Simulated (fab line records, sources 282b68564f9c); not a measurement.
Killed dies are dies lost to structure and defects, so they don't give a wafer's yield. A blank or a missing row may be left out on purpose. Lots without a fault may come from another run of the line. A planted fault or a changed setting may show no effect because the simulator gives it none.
A struck lot beside a sound one | flow rit_cmos | 18 steps out of a route of 202
Sound: wafers L228.1, L228.2, L228.6. Struck: wafers L233.2, L233.3, L233.5. The cause comes at the end.
At each step with rows: each side's tool, then ch and its chambers, then its first start. Under that, the readings that differ: sound wafers | struck wafers | difference of the means | sigmas: that difference in standard deviations of wafers without a fault.
alike: readings whose means differ by less than 2 such deviations, and words and numbers that are the same on both sides. not compared: withheld readings, readings that some wafer has no value for, bounds like >300 that may hide the same value, and numbers for which the record gives no deviation and whose values overlap.
The two part at a step that has a row with sigmas, a row that says differs or no value, or rows on one side only. Numbers that don't overlap but have no deviation are shown without sigmas and don't part them. A reading that every wafer of one side lacks parts them only if that side has two wafers or more.

first, 5 steps without rows for these wafers: RIT_NLDD_COAT_01 (resist thk 1000 nm); RIT_NLDD_SOFTBAKE_02 (time 60 s); RIT_NLDD_EXPOSE_03 (exposes mask M7, target cd 40700 nm); RIT_NLDD_PEB_04; RIT_NLDD_DEVELOP_05 (develop time 50 s).
RIT_NLDD_OVL_MEAS_06:
  sound on overlay-01, day 3 23:07; struck on overlay-02, day 4 23:37
  alike: NLDD_OVL
then, 2 steps without rows for these wafers: RIT_NLDD_HARDBAKE_07 (time 60 s); RIT_NLDD_IMPLANT_08.
RIT_NLDD_STRIP_09: strips in O2, time 180 s.
  sound on plasma_asher-04 ch 0,1, day 3 23:28; struck on plasma_asher-01 ch 0,1, day 4 23:57
  alike: drypump_motor_current_A
  not compared: rf_hours_counter_h
RIT_NLDD_TW_MEAS_10:
  sound on film_metro-02, day 3 23:38; struck on film_metro-01, day 5 00:08
  alike: NLDD_TW
then, 2 steps without rows for these wafers: RIT_PLDD_HMDS_00 (prime time 60 s); RIT_PLDD_COAT_01 (resist thk 1000 nm).
RIT_PLDD_SOFTBAKE_02: time 60 s.
  sound on litho_track-01 ch 0, day 3 23:59; struck on litho_track-01 ch 0, day 5 00:31
  reading                  | sound             | struck            | difference | sigmas
  heater_power_total_W (W) | 34.55 34.60 34.50 | 32.72 32.75 32.83 | -1.78      | -38
  plate_temp_C (C)         | 90.10 90.19 90.14 | 86.49 86.48 86.73 | -3.58      | -26
  alike: exhaust_pa
then, 2 steps without rows for these wafers: RIT_PLDD_EXPOSE_03 (exposes mask M8, target cd 40900 nm); RIT_PLDD_PEB_04.
RIT_PLDD_DEVELOP_05: develop time 50 s.
  sound on litho_track-02 ch 0; struck on litho_track-01 ch 0
  reading                                   | sound          | struck         | difference | sigmas
  model.NOVOLAK_of_PLDD_COAT_01.thk_nm (nm) | 1006 1009 1005 | 1019 1018 1017 | +11        |
  alike: developer_temp_C, exhaust_pa
RIT_PLDD_OVL_MEAS_06:
  sound on overlay-02, day 4 00:32; struck on overlay-02, day 5 01:10
  alike: PLDD_OVL
RIT_M1_PROBE_99:
  sound on prober-02, day 4 14:16; struck on prober-02, day 5 16:34
  alike: killed_at_M0_to_M3, killed_at_front_end, killed_dies, killed_open, killed_short

WHERE THEY PART
Only at RIT_PLDD_SOFTBAKE_02, within this record. Later steps at which nothing parts them and some readings are alike: RIT_PLDD_DEVELOP_05, RIT_PLDD_OVL_MEAS_06, RIT_M1_PROBE_99.

WHY: what the simulator had put in
Process parameter drift: litho_track-01, from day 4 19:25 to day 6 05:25, at RIT_PLDD_SOFTBAKE_02. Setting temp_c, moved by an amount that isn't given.
